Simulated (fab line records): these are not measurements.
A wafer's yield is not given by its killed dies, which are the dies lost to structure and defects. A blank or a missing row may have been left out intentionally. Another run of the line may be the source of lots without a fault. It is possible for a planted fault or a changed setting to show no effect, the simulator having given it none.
Problem report in the 8D (eight disciplines) form, filled by code ; flow berkeley-cmos170 ; the parts of the form that need people (team, actions taken, sign-off) are left out

1. THE PROBLEM
Wafers free of any fault read 508.2 (standard deviation 2.3) for PVT_TW at UCB170_PVT_TW_MEAS_09, against a mean of 469.2 on 6 wafers of 2 lots. Measured from the usual mean, that is -17 standard deviations.
First observed at day 8 22:41: wafer L899.3, on film-metro-02. At this step, 42 wafers from 14 lots have a number in the record. The rule behind "out" and "out of limits": a value lying over 4 standard deviations away from the usual mean. All remaining wafers that have a number are taken as sound.

2. WHAT THIS IS AND IS NOT
question;is;is not
which readings at this step;PVT_TW;-
which lots;L899, L902;L883, L886, L887, L888, L889, L890, L891, L892, L893, L894, L895, L898
which wafers of those lots;all that have a number;-
read on which gauges;film-metro-02, film-metro-04;film-metro-01
when;from day 8 22:41;up to then (36 sound wafers)

3. WHAT RULES OUT EACH SUSPECT
Counting: a tool at any process step up to the reading remains a suspect when it ran all the lots that are out and ran no sound lot after the first of those.
- ruled out: the gauge at UCB170_PVT_TW_MEAS_09. The wafers that are out were read on 2 gauges (film-metro-02, film-metro-04).
- plasma-asher-04 at UCB170_NVT_STRIP_08 (strips in O2): kept. It ran every lot that is out, first L899 (day 8 21:13), and no sound lot after that; its last sound lot up to then is L894 (day 8 03:08).
- implanter-02 at UCB170_PVT_IMPLANT_07: kept. It ran every lot that is out, first L899 (day 8 22:28), and no sound lot after that; its last sound lot up to then is L898 (day 8 15:00). On those wafers its own readings are out: beam-on-s, faraday-current-uA.
After counting, plasma-asher-04 at UCB170_NVT_STRIP_08 and implanter-02 at UCB170_PVT_IMPLANT_07 remain.

4. THE CAUSE (what the simulator had put in)
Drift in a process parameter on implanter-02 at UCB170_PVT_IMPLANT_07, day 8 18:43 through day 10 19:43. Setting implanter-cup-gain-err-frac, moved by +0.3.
This tool is one of the 2 suspects left after counting.

5. SEQUENCE OF EFFECTS, ordered by route
Each row: a reading whose mean over the struck wafers that have a number lies more than 3 standard deviations from the usual. Readings are gone through only where the record gives a usual standard deviation; hours: the median, over the lots, of the time from a lot's start at the first step in this table giving one to that lot's start at this step; sigmas: the change measured in usual standard deviations.
hours;step;reading;usual;on struck wafers;change;sigmas
0;UCB170_PVT_IMPLANT_07;beam-on-s;10.00 s;7.63;-2.37;-12
0;UCB170_PVT_IMPLANT_07;faraday-current-uA;6.34;8.32;+1.98;+16
0;UCB170_PVT_TW_MEAS_09;PVT_TW;508.2;469.2;-39.0;-17
It contains these process steps:
- UCB170_PVT_IMPLANT_07

6. HOW IT WOULD HAVE BEEN CAUGHT EARLIER
The first out-of-limits reading at a measuring or inspecting step in this record came at day 8 22:41, 4 hours after the fault's start at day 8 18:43.
The tool's own readings at UCB170_PVT_IMPLANT_07 were out on every struck wafer that the step has a row for (beam-on-s, faraday-current-uA): an alarm limit on them would have fired on the first of those.
Among the 2 lots that are out, L902 began UCB170_PVT_IMPLANT_07 on implanter-02 after day 8 22:41. A hold on the tool at that time would have spared it.
